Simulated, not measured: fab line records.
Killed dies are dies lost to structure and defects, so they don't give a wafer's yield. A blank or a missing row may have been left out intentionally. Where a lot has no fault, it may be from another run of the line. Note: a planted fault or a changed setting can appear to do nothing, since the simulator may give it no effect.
fab line records -- flow berkeley-cmos170 -- part 1 of 2: steps 1 to 27 of 37
[record] lots = 5, wafers = 15, last-day = 13
route steps=331 shown SCREENOX@101 NVT@104 PVT@115 GATE@125 FIELD@126
lots that met no fault: taken from a fault-free run of the same line
start-h: start of the lot's first displayed wafer, in hours after the record's first day -- wait-h: hours elapsed since this lot's preceding step -- " repeats the value in the row above -- L1.1+2: a row that stands for several wafers -- - no value, or no start was given -- * or withheld: withheld -- < > ~ a bound
route shown NAME@n: names a module that has steps shown in the file, with the first one's number in the route -- usual: mean/standard deviation of fault-free wafers -- same: alike in all rows -- chamber/n: place in a boat -- sites: readings site by site -- _std_site: their standard deviation -- _edge_site: inner sites' mean taken away from outer sites' mean -- radius-mm: for every site, how far away it sits from the centre of the wafer -- mask NAME#n: copy n -- behind: the tool/chamber that last shaped the wafer -- hold: reason for holding the lot/hours on hold/outcome of the hold -- device: whichever transistor did not switch (one of n, p or np) -- end of line: at the end of the route, the tests of the same wafers -- for a step that has no rows: nothing shown but its recipe -- killed: dies that structure and defects cost at the first sort, which is not the same as the wafer's yield -- map: shows each die of a wafer: x if killed, . if not, _ if none is there
set.NAME: the setting as run; set.NAME@STEP: as run at that earlier step -- model.NAME: the simulator's own value behind a step, which no gauge read
lots seen at some steps along the route; tables by step, rows by wafer
services: from which hour (start-h, from the record's first day; less than 0 if before it) a tool's chamber was out of use, for how many hours, and why
[[steps]]
[step UCB170_SCREENOX_OXIDATION_01]
[recipe] temp-c = 900, ambient = O2, target-thk-a = 144, ox-time-s = 2400
[usual] tube-center-temp-C = 900/0.08, zone-power-source-pct = 26.8/1.4
lot.wafer,tool,chamber,start-h,wait-h,tube-center-temp-C,zone-power-source-pct
L078.3,furnace-02,0,150.31,5.1,899.99,25.7
L078.4,furnace-02,0,150.31,5.1,900,25.5
L078.6,furnace-02,0,150.31,5.1,900.14,25.9
L080.3,furnace-01,0,162.05,6.4,899.95,25.3
L080.4,furnace-01,0,162.05,6.4,899.99,24.7
L080.5,furnace-01,0,162.05,6.4,900.08,24.4
L083.4,furnace-04,0,180.77,7.1,899.92,28.6
L083.5,furnace-04,0,180.77,7.1,899.98,28.1
L083.6,furnace-04,0,180.77,7.1,900.15,28.1
L085.1,furnace-02,0,193.64,5.3,900.02,25.7
L085.5,furnace-02,0,193.64,5.3,900,25.8
L085.6,furnace-02,0,193.64,5.3,899.95,25.7
L095.2,furnace-01,0,238.63,4.0,899.91,25.1
L095.4,furnace-01,0,238.63,4.0,899.95,25.0
L095.5,furnace-01,0,238.63,4.0,900.08,24.9
[step UCB170_SCREENOX_THK_MEAS_02]
[recipe] reads = SiO2_of_SCREENOX_OXIDATION_01
[usual] SCREENOX_OXIDE_THK = 14.34/0.27
lot.wafer,tool,chamber,start-h,wait-h,SCREENOX_OXIDE_THK[nm]
L078.3,film-metro-01,-,152.00,0.0,14.79
L078.4,film-metro-01,-,152.00,0.0,14.31
L078.6,film-metro-01,-,152.00,0.0,14.71
L080.3,film-metro-01,-,163.74,0.0,14.16
L080.4,film-metro-01,-,163.74,0.0,14.13
L080.5,film-metro-01,-,163.74,0.0,14.09
L083.4,film-metro-03,-,182.51,0.1,13.98
L083.5,film-metro-03,-,182.51,0.1,14.01
L083.6,film-metro-03,-,182.51,0.1,14.05
L085.1,film-metro-04,-,195.31,0.0,14.94
L085.5,film-metro-04,-,195.31,0.0,14.64
L085.6,film-metro-04,-,195.31,0.0,14.83
L095.2,film-metro-01,-,240.31,0.0,14.12
L095.4,film-metro-01,-,240.31,0.0,14.19
L095.5,film-metro-01,-,240.31,0.0,14.28
[step UCB170_SCREENOX_ANNEAL_03]
[recipe] temp-c = 900, time-s = 900, ambient = N2
[usual] tube-center-temp-C = 900/0.081, zone-power-source-pct = 26.1/1.4
lot.wafer,tool,chamber,start-h,wait-h,tube-center-temp-C,zone-power-source-pct
L078.3,furnace-02,0,157.73,5.7,900.02,25.5
L078.4,furnace-02,0,157.73,5.7,899.91,25.4
L078.6,furnace-02,0,157.73,5.7,900.04,25.4
L080.3,furnace-02,0,168.23,4.5,899.9,25.3
L080.4,furnace-02,0,168.23,4.5,900.03,25.5
L080.5,furnace-02,0,168.23,4.5,900.11,25.4
L083.4,furnace-01,0,190.87,8.3,899.85,24.6
L083.5,furnace-01,0,190.87,8.3,900.1,24.6
L083.6,furnace-01,0,190.87,8.3,900,24.7
L085.1,furnace-01,0,200.78,5.5,900.04,24.6
L085.5,furnace-01,0,200.78,5.5,900.04,25.6
L085.6,furnace-01,0,200.78,5.5,900.08,25.3
L095.2,furnace-01,0,244.55,4.2,899.88,24.7
L095.4,furnace-01,0,244.55,4.2,900.01,24.9
L095.5,furnace-01,0,244.55,4.2,900.06,25.0
[step UCB170_NVT_HMDS_00]
[recipe] prime-time-s = 60, prime-temp-c = 100
[usual] exhaust-pa = 45.2/0.9
[same] prime-time-s = 60
lot.wafer,tool,chamber,start-h,wait-h,exhaust-pa
L078.3,litho-track-01,0,159.24,0.3,44.8
L078.4,litho-track-01,0,159.24,0.3,43.4
L078.6,litho-track-01,0,159.24,0.3,44.1
L080.3,litho-track-02,0,169.53,0.1,44.8
L080.4,litho-track-02,0,169.53,0.1,43.9
L080.5,litho-track-02,0,169.53,0.1,45.1
L083.4,litho-track-01,0,192.19,0.1,44.1
L083.5,litho-track-01,0,192.19,0.1,45.6
L083.6,litho-track-01,0,192.19,0.1,43.9
L085.1,litho-track-02,0,202.50,0.5,45.2
L085.5,litho-track-02,0,202.50,0.5,44.2
L085.6,litho-track-02,0,202.50,0.5,46.2
L095.2,litho-track-01,0,246.26,0.5,45.1
L095.4,litho-track-01,0,246.26,0.5,46.4
L095.5,litho-track-01,0,246.26,0.5,45.3
[step UCB170_NVT_COAT_01]
[recipe] resist = KrF, spin-rpm = 1500, resist-thk-nm = 900
[usual] exhaust-pa = 45.0/0.95
lot.wafer,tool,chamber,start-h,wait-h,exhaust-pa
L078.3,litho-track-01,0,159.39,0.1,44.8
L078.4,litho-track-01,0,159.39,0.1,42.8
L078.6,litho-track-01,0,159.39,0.1,42.9
L080.3,litho-track-02,0,169.68,0.1,44.1
L080.4,litho-track-02,0,169.68,0.1,44.5
L080.5,litho-track-02,0,169.68,0.1,44.4
L083.4,litho-track-01,0,192.34,0.1,45.9
L083.5,litho-track-01,0,192.34,0.1,46.1
L083.6,litho-track-01,0,192.34,0.1,45.2
L085.1,litho-track-02,0,202.65,0.1,44.5
L085.5,litho-track-02,0,202.65,0.1,44.3
L085.6,litho-track-02,0,202.65,0.1,45.1
L095.2,litho-track-01,0,246.41,0.1,46.2
L095.4,litho-track-01,0,246.41,0.1,45.3
L095.5,litho-track-01,0,246.41,0.1,47.1
[step UCB170_NVT_SOFTBAKE_02]
[recipe] resist = KrF, temp-c = 130, time-s = 60
[usual] exhaust-pa = 44.9/0.81
lot.wafer,tool,chamber,start-h,wait-h,exhaust-pa
L078.3,litho-track-01,0,159.54,0.1,43.9
L078.4,litho-track-01,0,159.54,0.1,45.5
L078.6,litho-track-01,0,159.54,0.1,46.8
L080.3,litho-track-02,0,169.83,0.1,44.5
L080.4,litho-track-02,0,169.83,0.1,45.1
L080.5,litho-track-02,0,169.83,0.1,45.1
L083.4,litho-track-01,0,192.49,0.1,44.6
L083.5,litho-track-01,0,192.49,0.1,44.5
L083.6,litho-track-01,0,192.49,0.1,44.9
L085.1,litho-track-02,0,202.80,0.1,44.1
L085.5,litho-track-02,0,202.80,0.1,44.5
L085.6,litho-track-02,0,202.80,0.1,47.1
L095.2,litho-track-01,0,246.56,0.1,44.6
L095.4,litho-track-01,0,246.56,0.1,45.0
L095.5,litho-track-01,0,246.56,0.1,43.2
[step UCB170_NVT_EXPOSE_03]
[recipe] mask-id = PWELL, target-cd-nm = 3000, na = 0.5, sigma-outer = 0.6, source-shape = conventional, dose-mj = 30
[usual] reticle-temp-C = 23.01/0.1
lot.wafer,tool,chamber,start-h,wait-h,mask,reticle-temp-C
L078.3,krf-scanner-02,0,159.80,0.2,PWELL#0,23.19
L078.4,krf-scanner-02,0,159.80,0.2,PWELL#0,23.24
L078.6,krf-scanner-02,0,159.80,0.2,PWELL#0,23.05
L080.3,krf-scanner-02,0,170.09,0.2,PWELL#0,22.91
L080.4,krf-scanner-02,0,170.09,0.2,PWELL#0,23.04
L080.5,krf-scanner-02,0,170.09,0.2,PWELL#0,22.83
L083.4,krf-scanner-02,0,192.75,0.2,PWELL#0,23.05
L083.5,krf-scanner-02,0,192.75,0.2,PWELL#0,22.93
L083.6,krf-scanner-02,0,192.75,0.2,PWELL#0,23.01
L085.1,krf-scanner-02,0,202.99,0.2,PWELL#0,23.09
L085.5,krf-scanner-02,0,202.99,0.2,PWELL#0,23.00
L085.6,krf-scanner-02,0,202.99,0.2,PWELL#0,23.06
L095.2,krf-scanner-02,0,246.71,0.1,PWELL#0,23.05
L095.4,krf-scanner-02,0,246.71,0.1,PWELL#0,23.21
L095.5,krf-scanner-02,0,246.71,0.1,PWELL#0,23.00
[step UCB170_NVT_PEB_04]
[recipe] peb-temp-c = 130, peb-time-s = withheld, resist = KrF
[usual] exhaust-pa = 45.0/0.93
lot.wafer,tool,chamber,start-h,wait-h,exhaust-pa
L078.3,litho-track-01,0,159.93,0.1,45.8
L078.4,litho-track-01,0,159.93,0.1,45.9
L078.6,litho-track-01,0,159.93,0.1,46.0
L080.3,litho-track-02,0,170.22,0.1,44.4
L080.4,litho-track-02,0,170.22,0.1,46.0
L080.5,litho-track-02,0,170.22,0.1,46.0
L083.4,litho-track-01,0,193.09,0.3,42.9
L083.5,litho-track-01,0,193.09,0.3,44.6
L083.6,litho-track-01,0,193.09,0.3,44.2
L085.1,litho-track-01,0,203.41,0.4,44.8
L085.5,litho-track-01,0,203.41,0.4,45.7
L085.6,litho-track-01,0,203.41,0.4,45.2
L095.2,litho-track-02,0,247.38,0.7,45.5
L095.4,litho-track-02,0,247.38,0.7,45.2
L095.5,litho-track-02,0,247.38,0.7,45.5
[step UCB170_NVT_DEVELOP_05]
[recipe] developer = TMAH, develop-time-s = 45, resist = KrF, dev-temp-c = 21
[usual] exhaust-pa = 45.0/0.84
lot.wafer,tool,chamber,start-h,wait-h,exhaust-pa
L078.3,litho-track-01,0,-,-,44.7
L078.4,litho-track-01,0,-,-,44.6
L078.6,litho-track-01,0,-,-,45.2
L080.3,litho-track-02,0,-,-,44.7
L080.4,litho-track-02,0,-,-,47.3
L080.5,litho-track-02,0,-,-,47.0
L083.4,litho-track-01,0,-,-,46.2
L083.5,litho-track-01,0,-,-,46.3
L083.6,litho-track-01,0,-,-,46.6
L085.1,litho-track-01,0,-,-,45.7
L085.5,litho-track-01,0,-,-,45.2
L085.6,litho-track-01,0,-,-,46.4
L095.2,litho-track-02,0,-,-,46.0
L095.4,litho-track-02,0,-,-,45.7
L095.5,litho-track-02,0,-,-,46.0
[step UCB170_NVT_OVL_MEAS_06]
[usual] NVT_OVL = 0/6.3
lot.wafer,tool,chamber,start-h,wait-h,NVT_OVL[nm]
L078.3,overlay-02,-,160.17,-,2
L078.4,overlay-02,-,160.17,-,2
L078.6,overlay-02,-,160.17,-,2
L080.3,overlay-01,-,170.46,-,4
L080.4,overlay-01,-,170.46,-,-4
L080.5,overlay-01,-,170.46,-,-6
L083.4,overlay-01,-,193.31,-,6
L083.5,overlay-01,-,193.31,-,-8
L083.6,overlay-01,-,193.31,-,4
L085.1,overlay-01,-,203.69,-,-1
L085.5,overlay-01,-,203.69,-,2
L085.6,overlay-01,-,203.69,-,1
L095.2,overlay-01,-,247.66,-,6
L095.4,overlay-01,-,247.66,-,-2
L095.5,overlay-01,-,247.66,-,1
[step UCB170_NVT_IMPLANT_07]
[recipe] species = BF2, dose-cm2 = 3e+12, energy-kev = 50, tilt-deg = 7
lot.wafer,tool,chamber,start-h,wait-h
L078.3+4+6,implanter-04,0,160.24,0.1
L080.3+4+5,implanter-01,0,170.53,0.1
L083.4+5+6,implanter-02,0,193.40,0.1
L085.1+5+6,implanter-04,0,203.72,0.0
L095.2+4+5,implanter-02,0,247.72,0.0
[step UCB170_NVT_STRIP_08]
[recipe] chemistry = O2, power-w = 400, pressure-mtorr = 3500, platen-temp-c = withheld, o2-flow-sccm = 400, overash-fraction = 0.5
[usual] drypump-motor-current-A = 5.5/0.44, oes-product-au = 0.734/0.0042, strip-time-to-endpoint-s = 21.65/0.075
lot.wafer,tool,chamber,start-h,wait-h,drypump-motor-current-A,oes-product-au,rf-hours-counter-h,strip-time-to-endpoint-s
L078.3,plasma-asher-02,1,160.37,0.1,5.9,0.734,-,21.57
L078.4,plasma-asher-02,0,160.37,0.1,4.9,0.733,-,21.59
L078.6,plasma-asher-02,1,160.37,0.1,5.9,0.734,-,21.63
L080.3,plasma-asher-02,0,170.66,0.1,4.9,0.744,-,21.59
L080.4,plasma-asher-02,1,170.66,0.1,5.8,0.737,-,21.63
L080.5,plasma-asher-02,0,170.66,0.1,4.9,0.738,-,21.59
L083.4,plasma-asher-03,1,193.51,0.1,5.8,0.728,-,21.55
L083.5,plasma-asher-03,1,193.51,0.1,5.8,0.735,-,21.60
L083.6,plasma-asher-03,0,193.51,0.1,5.1,0.728,-,21.51
L085.1,plasma-asher-02,0,203.87,0.1,4.9,0.735,42,21.65
L085.5,plasma-asher-02,1,203.87,0.1,5.9,0.732,-,21.63
L085.6,plasma-asher-02,0,203.87,0.1,4.9,0.733,-,21.71
L095.2,plasma-asher-03,0,247.84,0.1,5.1,0.738,52,21.60
L095.4,plasma-asher-03,0,247.84,0.1,5.1,0.727,-,21.65
L095.5,plasma-asher-03,1,247.84,0.1,5.7,0.735,-,21.60
[step UCB170_NVT_TW_MEAS_09]
[usual] NVT_TW = 528/6
lot.wafer,tool,chamber,start-h,wait-h,NVT_TW
L078.3,film-metro-02,-,160.46,0.1,531
L078.4,film-metro-02,-,160.46,0.1,526
L078.6,film-metro-02,-,160.46,0.1,529
L080.3,film-metro-04,-,170.75,0.1,533
L080.4,film-metro-04,-,170.75,0.1,532
L080.5,film-metro-04,-,170.75,0.1,529
L083.4,film-metro-02,-,193.61,0.1,528
L083.5,film-metro-02,-,193.61,0.1,529
L083.6,film-metro-02,-,193.61,0.1,529
L085.1,film-metro-02,-,203.97,0.1,528
L085.5,film-metro-02,-,203.97,0.1,528
L085.6,film-metro-02,-,203.97,0.1,528
L095.2,film-metro-02,-,247.95,0.1,534
L095.4,film-metro-02,-,247.95,0.1,531
L095.5,film-metro-02,-,247.95,0.1,531
[step UCB170_NVT_CLEAN_10]
[recipe] chemistry = SPM, temp-c = 120, time-s = 600
lot.wafer,tool,chamber,start-h,wait-h
L078.3+4+6,wet-bench-03,3,160.50,0.0
L080.3+4+5,wet-bench-04,2,170.79,0.0
L083.4+5+6,wet-bench-02,2,193.64,0.0
L085.1+5+6,wet-bench-03,1,204.20,0.2
L095.2+4+5,wet-bench-03,3,251.71,3.8
[step UCB170_PVT_HMDS_00]
[recipe] prime-time-s = 60, prime-temp-c = 100
[usual] exhaust-pa = 45.0/0.89
[same] prime-time-s = 60
lot.wafer,tool,chamber,start-h,wait-h,exhaust-pa
L078.3,litho-track-02,0,160.73,0.1,45.7
L078.4,litho-track-02,0,160.73,0.1,43.9
L078.6,litho-track-02,0,160.73,0.1,45.0
L080.3,litho-track-04,0,171.03,0.1,45.4
L080.4,litho-track-04,0,171.03,0.1,44.9
L080.5,litho-track-04,0,171.03,0.1,44.8
L083.4,litho-track-02,0,193.89,0.1,44.6
L083.5,litho-track-02,0,193.89,0.1,44.5
L083.6,litho-track-02,0,193.89,0.1,44.8
L085.1,litho-track-01,0,204.38,0.0,45.7
L085.5,litho-track-01,0,204.38,0.0,45.3
L085.6,litho-track-01,0,204.38,0.0,46.3
L095.2,litho-track-01,0,252.27,0.4,45.1
L095.4,litho-track-01,0,252.27,0.4,44.5
L095.5,litho-track-01,0,252.27,0.4,45.3
[step UCB170_PVT_COAT_01]
[recipe] resist = KrF, spin-rpm = 1500, resist-thk-nm = 900
[usual] exhaust-pa = 45.2/0.86
lot.wafer,tool,chamber,start-h,wait-h,exhaust-pa
L078.3,litho-track-02,0,160.88,0.1,44.3
L078.4,litho-track-02,0,160.88,0.1,46.5
L078.6,litho-track-02,0,160.88,0.1,44.8
L080.3,litho-track-04,0,171.18,0.1,46.4
L080.4,litho-track-04,0,171.18,0.1,45.4
L080.5,litho-track-04,0,171.18,0.1,46.7
L083.4,litho-track-02,0,194.04,0.1,45.6
L083.5,litho-track-02,0,194.04,0.1,44.8
L083.6,litho-track-02,0,194.04,0.1,45.8
L085.1,litho-track-01,0,204.53,0.1,44.4
L085.5,litho-track-01,0,204.53,0.1,44.4
L085.6,litho-track-01,0,204.53,0.1,44.3
L095.2,litho-track-01,0,252.42,0.1,45.0
L095.4,litho-track-01,0,252.42,0.1,45.1
L095.5,litho-track-01,0,252.42,0.1,45.5
[step UCB170_PVT_SOFTBAKE_02]
[recipe] resist = KrF, temp-c = 130, time-s = 60
[usual] exhaust-pa = 45.0/0.94
lot.wafer,tool,chamber,start-h,wait-h,exhaust-pa
L078.3,litho-track-02,0,161.03,0.1,45.9
L078.4,litho-track-02,0,161.03,0.1,46.2
L078.6,litho-track-02,0,161.03,0.1,45.2
L080.3,litho-track-04,0,171.33,0.1,46.1
L080.4,litho-track-04,0,171.33,0.1,46.8
L080.5,litho-track-04,0,171.33,0.1,45.1
L083.4,litho-track-02,0,194.19,0.1,45.8
L083.5,litho-track-02,0,194.19,0.1,45.2
L083.6,litho-track-02,0,194.19,0.1,46.0
L085.1,litho-track-01,0,204.68,0.1,44.4
L085.5,litho-track-01,0,204.68,0.1,45.2
L085.6,litho-track-01,0,204.68,0.1,43.3
L095.2,litho-track-01,0,252.57,0.1,44.5
L095.4,litho-track-01,0,252.57,0.1,45.6
L095.5,litho-track-01,0,252.57,0.1,45.3
[step UCB170_PVT_EXPOSE_03]
[recipe] mask-id = NWELL, target-cd-nm = 3000, na = 0.5, sigma-outer = 0.6, source-shape = conventional, dose-mj = 30
[usual] reticle-temp-C = 23.00/0.092
lot.wafer,tool,chamber,start-h,wait-h,mask,reticle-temp-C
L078.3,krf-scanner-02,0,161.17,0.1,NWELL#0,23.08
L078.4,krf-scanner-02,0,161.17,0.1,NWELL#0,22.98
L078.6,krf-scanner-02,0,161.17,0.1,NWELL#0,23.04
L080.3,krf-scanner-02,0,171.47,0.1,NWELL#0,23.13
L080.4,krf-scanner-02,0,171.47,0.1,NWELL#0,23.11
L080.5,krf-scanner-02,0,171.47,0.1,NWELL#0,23.07
L083.4,krf-scanner-01,0,194.45,0.2,NWELL#0,22.96
L083.5,krf-scanner-01,0,194.45,0.2,NWELL#0,22.79
L083.6,krf-scanner-01,0,194.45,0.2,NWELL#0,22.73
L085.1,krf-scanner-02,0,205.02,0.3,NWELL#0,22.94
L085.5,krf-scanner-02,0,205.02,0.3,NWELL#0,22.94
L085.6,krf-scanner-02,0,205.02,0.3,NWELL#0,22.99
L095.2,krf-scanner-02,0,252.85,0.3,NWELL#0,23.08
L095.4,krf-scanner-02,0,252.85,0.3,NWELL#0,22.98
L095.5,krf-scanner-02,0,252.85,0.3,NWELL#0,22.90
[step UCB170_PVT_PEB_04]
[recipe] peb-temp-c = 130, peb-time-s = withheld, resist = KrF
[usual] exhaust-pa = 45.0/0.98
lot.wafer,tool,chamber,start-h,wait-h,exhaust-pa
L078.3,litho-track-01,0,161.55,0.4,45.3
L078.4,litho-track-01,0,161.55,0.4,45.1
L078.6,litho-track-01,0,161.55,0.4,44.7
L080.3,litho-track-02,0,171.59,0.1,44.2
L080.4,litho-track-02,0,171.59,0.1,45.4
L080.5,litho-track-02,0,171.59,0.1,44.7
L083.4,litho-track-01,0,194.58,0.1,45.2
L083.5,litho-track-01,0,194.58,0.1,44.1
L083.6,litho-track-01,0,194.58,0.1,44.5
L085.1,litho-track-01,0,205.13,0.1,45.3
L085.5,litho-track-01,0,205.13,0.1,44.3
L085.6,litho-track-01,0,205.13,0.1,43.7
L095.2,litho-track-04,0,253.88,1.0,42.6
L095.4,litho-track-04,0,253.88,1.0,42.7
L095.5,litho-track-04,0,253.88,1.0,43.8
[step UCB170_PVT_DEVELOP_05]
[recipe] developer = TMAH, develop-time-s = 45, resist = KrF, dev-temp-c = 21
[usual] exhaust-pa = 45.1/0.95
lot.wafer,tool,chamber,start-h,wait-h,exhaust-pa
L078.3,litho-track-01,0,-,-,45.6
L078.4,litho-track-01,0,-,-,45.3
L078.6,litho-track-01,0,-,-,46.1
L080.3,litho-track-02,0,-,-,43.0
L080.4,litho-track-02,0,-,-,44.7
L080.5,litho-track-02,0,-,-,43.0
L083.4,litho-track-01,0,-,-,46.4
L083.5,litho-track-01,0,-,-,43.8
L083.6,litho-track-01,0,-,-,45.3
L085.1,litho-track-01,0,-,-,43.6
L085.5,litho-track-01,0,-,-,44.5
L085.6,litho-track-01,0,-,-,44.4
L095.2,litho-track-04,0,-,-,44.2
L095.4,litho-track-04,0,-,-,44.6
L095.5,litho-track-04,0,-,-,44.7
[step UCB170_PVT_OVL_MEAS_06]
[usual] PVT_OVL = 3/5.6
lot.wafer,tool,chamber,start-h,wait-h,PVT_OVL[nm]
L078.3,overlay-02,-,161.79,-,9
L078.4,overlay-02,-,161.79,-,0
L078.6,overlay-02,-,161.79,-,1
L080.3,overlay-01,-,171.83,-,3
L080.4,overlay-01,-,171.83,-,0
L080.5,overlay-01,-,171.83,-,5
L083.4,overlay-01,-,194.80,-,9
L083.5,overlay-01,-,194.80,-,-4
L083.6,overlay-01,-,194.80,-,8
L085.1,overlay-01,-,205.41,-,7
L085.5,overlay-01,-,205.41,-,0
L085.6,overlay-01,-,205.41,-,7
L095.2,overlay-01,-,254.13,-,-2
L095.4,overlay-01,-,254.13,-,-4
L095.5,overlay-01,-,254.13,-,-5
[step UCB170_PVT_IMPLANT_07]
[recipe] species = P, dose-cm2 = 2e+12, energy-kev = 30, tilt-deg = 7
lot.wafer,tool,chamber,start-h,wait-h
L078.3+4+6,implanter-02,0,161.87,0.1
L080.3+4+5,implanter-01,0,171.90,0.1
L083.4+5+6,implanter-02,0,194.89,0.1
L085.1+5+6,implanter-03,0,205.45,0.0
L095.2+4+5,implanter-01,0,254.19,0.0
[step UCB170_PVT_STRIP_08]
[recipe] chemistry = O2, power-w = 400, pressure-mtorr = 3500, platen-temp-c = withheld, o2-flow-sccm = 400, overash-fraction = 0.5
[usual] drypump-motor-current-A = 5.7/0.47, oes-product-au = 0.734/0.005, strip-time-to-endpoint-s = 21.63/0.055
lot.wafer,tool,chamber,start-h,wait-h,drypump-motor-current-A,oes-product-au,rf-hours-counter-h,strip-time-to-endpoint-s
L078.3,plasma-asher-03,1,162.00,0.1,5.8,0.727,-,21.64
L078.4,plasma-asher-03,0,162.00,0.1,5.0,0.729,-,21.65
L078.6,plasma-asher-03,0,162.00,0.1,5.1,0.735,-,21.69
L080.3,plasma-asher-01,1,172.04,0.1,6.4,0.741,-,21.66
L080.4,plasma-asher-01,0,172.04,0.1,5.8,0.742,-,21.68
L080.5,plasma-asher-01,1,172.04,0.1,6.5,0.731,-,21.70
L083.4,plasma-asher-04,1,195.00,0.1,5.3,0.731,-,21.68
L083.5,plasma-asher-04,0,195.00,0.1,6.1,0.734,-,21.69
L083.6,plasma-asher-04,1,195.00,0.1,5.3,0.734,-,21.65
L085.1,plasma-asher-01,0,205.60,0.1,5.7,0.735,8,21.56
L085.5,plasma-asher-01,0,205.60,0.1,5.8,0.744,-,21.56
L085.6,plasma-asher-01,1,205.60,0.1,6.5,0.741,-,21.57
L095.2,plasma-asher-03,1,254.31,0.1,5.8,0.743,53,21.62
L095.4,plasma-asher-03,0,254.31,0.1,5.1,0.742,-,21.61
L095.5,plasma-asher-03,1,254.31,0.1,5.8,0.726,-,21.67
[step UCB170_PVT_TW_MEAS_09]
[usual] PVT_TW = 507/4.4
lot.wafer,tool,chamber,start-h,wait-h,PVT_TW
L078.3,film-metro-01,-,162.09,0.1,507
L078.4,film-metro-01,-,162.09,0.1,506
L078.6,film-metro-01,-,162.09,0.1,507
L080.3,film-metro-03,-,172.12,0.1,508
L080.4,film-metro-03,-,172.12,0.1,508
L080.5,film-metro-03,-,172.12,0.1,509
L083.4,film-metro-02,-,195.10,0.1,513
L083.5,film-metro-02,-,195.10,0.1,512
L083.6,film-metro-02,-,195.10,0.1,510
L085.1,film-metro-03,-,205.69,0.1,511
L085.5,film-metro-03,-,205.69,0.1,507
L085.6,film-metro-03,-,205.69,0.1,505
L095.2,film-metro-02,-,254.42,0.1,515
L095.4,film-metro-02,-,254.42,0.1,515
L095.5,film-metro-02,-,254.42,0.1,515
[step UCB170_GATE_WET_ETCH_00]
[recipe] chemistry = dHF, dilution = 25:1, target = SiO2, temp-c = 25, time-s = 200
lot.wafer,tool,chamber,start-h,wait-h
L078.3+4+6,wet-bench-04,2,163.82,1.7
L080.3+4+5,wet-bench-01,3,172.16,0.0
L083.4+5+6,wet-bench-02,3,195.13,0.0
L085.1+5+6,wet-bench-02,2,205.75,0.1
L095.2+4+5,wet-bench-04,2,255.87,1.4
[step UCB170_FIELD_THK_MEAS_91]
[recipe] reads = SiO2_of_FIELD_OXIDATION_01
[usual] FIELD_OXIDE_LEFT_2_THK = 355/10
lot.wafer,tool,chamber,start-h,wait-h,FIELD_OXIDE_LEFT_2_THK[nm]
L078.3,film-metro-02,-,163.90,0.0,343
L078.4,film-metro-02,-,163.90,0.0,349
L078.6,film-metro-02,-,163.90,0.0,349
L080.3,film-metro-02,-,172.26,0.0,360
L080.4,film-metro-02,-,172.26,0.0,365
L080.5,film-metro-02,-,172.26,0.0,361
L083.4,film-metro-01,-,195.22,0.0,360
L083.5,film-metro-01,-,195.22,0.0,357
L083.6,film-metro-01,-,195.22,0.0,353
L085.1,film-metro-02,-,205.82,0.0,367
L085.5,film-metro-02,-,205.82,0.0,367
L085.6,film-metro-02,-,205.82,0.0,370
L095.2,film-metro-03,-,255.94,0.0,359
L095.4,film-metro-03,-,255.94,0.0,366
L095.5,film-metro-03,-,255.94,0.0,368
[step UCB170_GATE_OXIDATION_01]
[recipe] temp-c = 850, ambient = O2, target-thk-a = 66, ox-time-s = 1800
[usual] tube-center-temp-C = 850.01/0.074, zone-power-source-pct = 22.9/1.1
lot.wafer,tool,chamber,start-h,wait-h,tube-center-temp-C,zone-power-source-pct
L078.3,furnace-01,0,169.07,5.2,849.92,22.2
L078.4,furnace-01,0,169.07,5.2,850.07,22.0
L078.6,furnace-01,0,169.07,5.2,849.87,21.9
L080.3,furnace-04,0,179.27,7.0,850.05,25.0
L080.4,furnace-04,0,179.27,7.0,849.84,24.4
L080.5,furnace-04,0,179.27,7.0,849.98,25.0
L083.4,furnace-04,0,200.30,5.1,850.04,24.8
L083.5,furnace-04,0,200.30,5.1,849.9,24.9
L083.6,furnace-04,0,200.30,5.1,849.97,24.8
L085.1,furnace-02,0,209.86,4.0,849.98,23.1
L085.5,furnace-02,0,209.86,4.0,849.96,22.6
L085.6,furnace-02,0,209.86,4.0,850.02,22.9
L095.2,furnace-02,0,256.96,1.0,850.09,22.6
L095.4,furnace-02,0,256.96,1.0,850.08,22.7
L095.5,furnace-02,0,256.96,1.0,850.11,23.0
